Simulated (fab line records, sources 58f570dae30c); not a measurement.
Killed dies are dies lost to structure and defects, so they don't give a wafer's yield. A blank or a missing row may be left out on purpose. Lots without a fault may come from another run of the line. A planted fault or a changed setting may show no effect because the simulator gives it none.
Chamber matching | flow berkeley_cmos170 | UCB170_NWELL_WET_ETCH_18 on wet_bench-02: 4 sister chambers
The step etches Si3N4 in H3PO4, time 14400 s. 4 wafers are shown with their chamber, then 9 later ones without.

WAFERS WITH THEIR CHAMBER
wafer  | chamber | temp_c (C)
L572.6 | 3       | 160.00
L578.4 | 1       | 160.23
L579.4 | 2       | 159.97
L580.6 | 0       | 159.81

WAFERS WITHOUT THEIR CHAMBER
wafer  | temp_c (C)
L587.3 | 159.93
L587.4 | 159.87
L587.6 | 160.04
L588.1 | 160.15
L588.5 | 160.16
L588.6 | 160.13
L590.2 | 159.90
L590.3 | 159.94
L590.4 | 160.06

WHICH CHAMBER EACH WENT THROUGH
wafer  | from the rows above          | in truth
L587.3 | can't be placed: 2 or 3 or 0 | 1
L587.4 | can't be placed: 0 or 2 or 3 | 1
L587.6 | can't be placed: 3 or 2      | 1
L588.1 | can't be placed: 1 or 3 or 2 | 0
L588.5 | can't be placed: 1 or 3 or 2 | 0
L588.6 | can't be placed: 1 or 3 or 2 | 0
L590.2 | can't be placed: 2 or 0 or 3 | 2
L590.3 | can't be placed: 2 or 3 or 0 | 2
L590.4 | can't be placed: 3 or 2 or 1 | 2
Placed correctly: 0 of 9. Can't be placed from these rows: 9 (the true chamber is among the candidates in 3). Placed wrongly: 0.
How it was worked out, from the rows above alone: a wafer's distance from a chamber is the root of the sum, over the readings, of the square of ((its reading less the chamber's mean) divided by the reading's scatter). The wafer belongs to the nearest chamber; if the next one is less than 2 further off, it can't be placed. A chamber's mean is the mean of its shown wafers. The scatter: with one shown wafer a chamber, the root of the mean of the squares of how far each hidden wafer lies from its nearest shown one.
